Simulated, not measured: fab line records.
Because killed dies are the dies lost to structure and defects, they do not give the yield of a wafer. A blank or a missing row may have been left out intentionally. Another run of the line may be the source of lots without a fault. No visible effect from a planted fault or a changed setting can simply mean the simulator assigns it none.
Which tool is to blame?    flow berkeley cmos170    14 lots, 42 wafers sampled, at 2 steps of a route of 331

== WHAT THE GAUGES SHOWED, per wafer ==
UCB170_GATE_THK_MEAS_02. Usual: GATE_OXIDE_THK gives 6.63 nm (standard deviation 0.11).
lot   measured      on             GATE_OXIDE_THK (nm)  flag
L594  day 7 06:36   film metro-01  6.63 6.76 6.63       
L595  day 7 06:36   film metro-03  6.76 6.72 6.79       
L597  day 7 22:06   film metro-03  6.71 6.54 6.71       
L598  day 7 22:07   film metro-02  6.57 6.52 6.67       
L600  day 7 22:08   film metro-01  6.69 6.55 6.56       
L601  day 8 11:07   film metro-01  6.81 6.66 6.84       
L602  day 8 11:07   film metro-03  6.63 6.69 6.78       
L603  day 8 11:07   film metro-02  6.53 6.55 6.58       
L604  day 9 00:58   film metro-02  6.56 6.53 6.48       
L606  day 9 11:13   film metro-03  6.55 6.61 6.68       
L608  day 9 19:53   film metro-01  8.95 8.90 8.98       OFF
L609  day 9 19:53   film metro-02  8.61 8.61 8.67       OFF
L616  day 11 23:11  film metro-02  6.58 6.55 6.63       
L617  day 11 23:16  film metro-03  6.58 6.61 6.56       

== EACH LOT AND THE TOOL THAT RAN IT (in order: tool; ch and the chambers of the sampled wafers; start) ==
lot   UCB170_GATE_OXIDATION_01
L594  furnace-02 ch 0, day 7 05:06
L595  furnace-02 ch 0, day 7 05:06
L597  furnace-04 ch 0, day 7 20:34
L598  furnace-04 ch 0, day 7 20:34
L600  furnace-04 ch 0, day 7 20:34
L601  furnace-02 ch 0, day 8 09:36
L602  furnace-02 ch 0, day 8 09:36
L603  furnace-02 ch 0, day 8 09:36
L604  furnace-01 ch 0, day 8 23:28
L606  furnace-02 ch 0, day 9 09:43
L608  furnace-02 ch 0, day 9 18:23
L609  furnace-02 ch 0, day 9 18:23
L616  furnace-01 ch 0, day 11 21:41
L617  furnace-01 ch 0, day 11 21:41
- UCB170_GATE_OXIDATION_01: target thk 6.6 nm, ox time 1800 s.

== AS READ BY THE TOOLS THEMSELVES (means over the sampled wafers that have a number; for cases with no such wafer, the mark the record gives instead) ==
UCB170_GATE_OXIDATION_01. Usual: ox temp c at 849.9 C, with a standard deviation of 0.32.
lot   tool        ox temp c (C)  flag
L594  furnace-02  849.6          
L595  furnace-02  849.8          
L597  furnace-04  849.6          
L598  furnace-04  850.0          
L600  furnace-04  849.7          
L601  furnace-02  849.9          
L602  furnace-02  849.7          
L603  furnace-02  849.9          
L604  furnace-01  850.4          
L606  furnace-02  850.5          
L608  furnace-02  850.3          
L609  furnace-02  849.8          
L616  furnace-01  850.2          
L617  furnace-01  850.0          

== THE ANSWER, worked out from the rows above alone ==
Rule: take the mean of a lot's wafers that have a number; if it is more than 3 standard deviations from the usual mean, the lot is off. Also off: a lot with no number at a reading for which 4 or more lots have one. The other lots that the step has rows for count as sound. First the gauges in route order, then the tools' own readings, where a lot's mean is used as printed above. At the first step where some lot is off, the reading lying furthest off is the one used; lots without a number count as furthest.
Off: L608, L609, at UCB170_GATE_THK_MEAS_02 (GATE_OXIDE_THK).
A tool fits if, at a process step before that reading, it ran every lot that is off, and no sound lot after the first of them. Those tools and the gauges at UCB170_GATE_THK_MEAS_02 are tried in the same way. One fits: UCB170_GATE_OXIDATION_01 on furnace-02. Its last sound lot is L606 (day 9 09:43), its first lot that is off L608 (day 9 18:23): a fault that began between those two fits.

== WHAT HAD BEEN PUT IN BY THE SIMULATOR ==
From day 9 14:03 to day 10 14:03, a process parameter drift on furnace-02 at UCB170_GATE_OXIDATION_01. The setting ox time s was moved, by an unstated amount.
Struck lots among those shown: L608, L609. Same finding as the rule above.
